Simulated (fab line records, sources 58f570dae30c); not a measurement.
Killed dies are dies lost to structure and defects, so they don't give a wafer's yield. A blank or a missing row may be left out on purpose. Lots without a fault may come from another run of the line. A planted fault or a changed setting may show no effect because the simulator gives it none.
Split-lot experiment | flow berkeley_cmos170 | 5 lots, 23 wafers read, on a route of 331 steps

THE SPLIT
At UCB170_NLDD_IMPLANT_08, the setting tilt_deg was moved away from the recipe's 7 degrees on 4 of the 23 wafers read, by -14.4% to -11.6%. The other wafers ran this setting at the recipe's value.

FROM THE SPLIT TO THE READING: what the file shows between them, 7 steps
- UCB170_PSD_PEB_04 (also split here: peb_temp_c)
- UCB170_PSD_DEVELOP_05: develop time 45 s
- UCB170_PSD_CD_MEAS_06: target cd 1200 nm
- UCB170_NSD_PEB_04 (also split here: peb_temp_c)
- UCB170_NSD_DEVELOP_05: develop time 45 s
- UCB170_NSD_CD_MEAS_06: target cd 1200 nm
- UCB170_NSD_IMPLANT_08

THE READING
NLDD_RS, in ohm/sq, at UCB170_SDANNEAL_RS_MEAS_05 (measures by four-point-probe). Fault-free wafers of this fab line usually give 615.9 ohm/sq, standard deviation 1.9 ohm/sq.

wafer  | tool, chamber at the split | tilt_deg as run, degrees | against the recipe | NLDD_RS, ohm/sq | against lot-mates on the recipe
L074.1 | implanter-02, 0            | 7                        | recipe             | 619.4           | -
L074.5 | implanter-02, 0            | 7                        | recipe             | 617.8           | -
L074.6 | implanter-02, 0            | 7                        | recipe             | 620.3           | -
L079.1 | implanter-04, 0            | 5.99                     | -14.4%             | 607.1           | -6.9
L079.3 | implanter-04, 0            | 7                        | recipe             | 613.3           | -
L079.4 | implanter-04, 0            | 7                        | recipe             | 614.4           | -
L079.5 | implanter-04, 0            | 7                        | recipe             | 614.3           | -
L079.6 | implanter-04, 0            | 5.99                     | -14.4%             | 609.8           | -4.2
L076.1 | implanter-03, 0            | 7                        | recipe             | 617.3           | -
L076.2 | implanter-03, 0            | 7                        | recipe             | 616.1           | -
L076.3 | implanter-03, 0            | 7                        | recipe             | 616.4           | -
L076.4 | implanter-03, 0            | 7                        | recipe             | 616.2           | -
L076.6 | implanter-03, 0            | 7                        | recipe             | 617.1           | -
L078.1 | implanter-04, 0            | 7                        | recipe             | 615.4           | -
L078.2 | implanter-04, 0            | 6.188                    | -11.6%             | 613.7           | -3.3
L078.3 | implanter-04, 0            | 7                        | recipe             | 617.5           | -
L078.4 | implanter-04, 0            | 6.188                    | -11.6%             | 613.4           | -3.6
L078.5 | implanter-04, 0            | 7                        | recipe             | 618.1           | -
L077.1 | implanter-02, 0            | 7                        | recipe             | 616.5           | -
L077.2 | implanter-02, 0            | 7                        | recipe             | 614.4           | -
L077.3 | implanter-02, 0            | 7                        | recipe             | 615.0           | -
L077.4 | implanter-02, 0            | 7                        | recipe             | 616.5           | -
L077.6 | implanter-02, 0            | 7                        | recipe             | 616.7           | -

THE FIT
A straight line over all 23 wafers: NLDD_RS changes by +0.439 ohm/sq for each +1% of tilt_deg; r = +0.77; the points scatter about the line by 1.9 ohm/sq.
The same after taking each lot's own level away (the mean of its wafers on the recipe; 23 wafers): +0.351 ohm/sq for each +1%; r = +0.89; scatter 0.94 ohm/sq.
On that fit, the largest move of tilt_deg shifts the reading by 5.1 ohm/sq.
The lots' own levels span 614.00 to 619.17 ohm/sq, that is 2.7 times the standard deviation above.
So the lot-to-lot level blurs the effect unless lot-mates are compared.
Check: with one of the wafers moved furthest among these (-14.4%) left out of the fit, the line predicts -4.25 ohm/sq for it against its lot-mates. It came out at -6.9 ohm/sq against them.

OTHER SPLITS ON THESE WAFERS
These wafers also went through other splits before the reading. Each is held against what the fit with the lots' levels taken away leaves over:
other split on the same wafers   | wafers away from the commonest value | r with NLDD_RS (lot level and that fit taken away)
UCB170_PVT_STRIP_08 o2_flow_sccm | 10                                   | +0.03
UCB170_GATE_EXPOSE_09 dose_mj    | 6                                    | +0.11
UCB170_GATE_ETCH_15 icp_w        | 5                                    | -0.08
UCB170_PSD_PEB_04 peb_temp_c     | 7                                    | -0.09
UCB170_NSD_PEB_04 peb_temp_c     | 8                                    | +0.07

THE FILE'S OWN FIT
NLDD_RS changes by +0.351 ohm/sq for each +1% of tilt_deg, r = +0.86.
